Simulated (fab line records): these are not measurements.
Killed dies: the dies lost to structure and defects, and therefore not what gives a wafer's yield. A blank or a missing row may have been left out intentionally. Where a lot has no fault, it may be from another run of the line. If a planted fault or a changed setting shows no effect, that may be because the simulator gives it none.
Matching of chambers || flow berkeley cmos170 || UCB170_ZERO_ETCH_06 on rie diel-01: 4 sister chambers
The step etches SiO2 in CHF3/CF4/Ar, time 12 s. 4 wafers are shown with their chamber, then 8 later ones without.

== WAFERS, EACH WITH ITS CHAMBER ==
{"wafer": "L083.3", "chamber": 1, "drypump motor current A (A)": 6.4}
{"wafer": "L083.4", "chamber": 0, "drypump motor current A (A)": 5.9}
{"wafer": "L083.5", "chamber": 2, "drypump motor current A (A)": 6.1}
{"wafer": "L084.3", "chamber": 3, "drypump motor current A (A)": 5.5}

== WAFERS WITHOUT THEIR CHAMBER ==
{"wafer": "L084.4", "drypump motor current A (A)": 6.0}
{"wafer": "L084.6", "drypump motor current A (A)": 5.5}
{"wafer": "L091.2", "drypump motor current A (A)": 6.0}
{"wafer": "L091.5", "drypump motor current A (A)": 5.9}
{"wafer": "L091.6", "drypump motor current A (A)": 6.0}
{"wafer": "L093.1", "drypump motor current A (A)": 5.5}
{"wafer": "L093.2", "drypump motor current A (A)": 6.1}
{"wafer": "L093.3", "drypump motor current A (A)": 6.4}

== CHAMBER TAKEN BY EACH ==
{"wafer": "L084.4", "from the rows above": "can't be placed: 0 or 2", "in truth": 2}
{"wafer": "L084.6", "from the rows above": 3, "in truth": 3}
{"wafer": "L091.2", "from the rows above": "can't be placed: 0 or 2", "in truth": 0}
{"wafer": "L091.5", "from the rows above": 0, "in truth": 0}
{"wafer": "L091.6", "from the rows above": "can't be placed: 0 or 2", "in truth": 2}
{"wafer": "L093.1", "from the rows above": 3, "in truth": 3}
{"wafer": "L093.2", "from the rows above": 2, "in truth": 2}
{"wafer": "L093.3", "from the rows above": 1, "in truth": 1}
Correct placement for 5 of the 8. Unplaceable from these rows: 3, with the true chamber sitting among the candidates in 3. Wrongly placed: 0.
How it was worked out, from the rows above alone: a wafer's distance from a chamber is the root of the sum, over the readings, of the square of ((its reading less the chamber's mean) divided by the reading's scatter). If the next closest chamber is less than 2 further off than the closest, the wafer can't be placed; otherwise it belongs to the closest. The mean given for a chamber averages the wafers shown for that chamber. The scatter: with one shown wafer a chamber, the root of the mean of the squares of how far each hidden wafer lies from its nearest shown one.
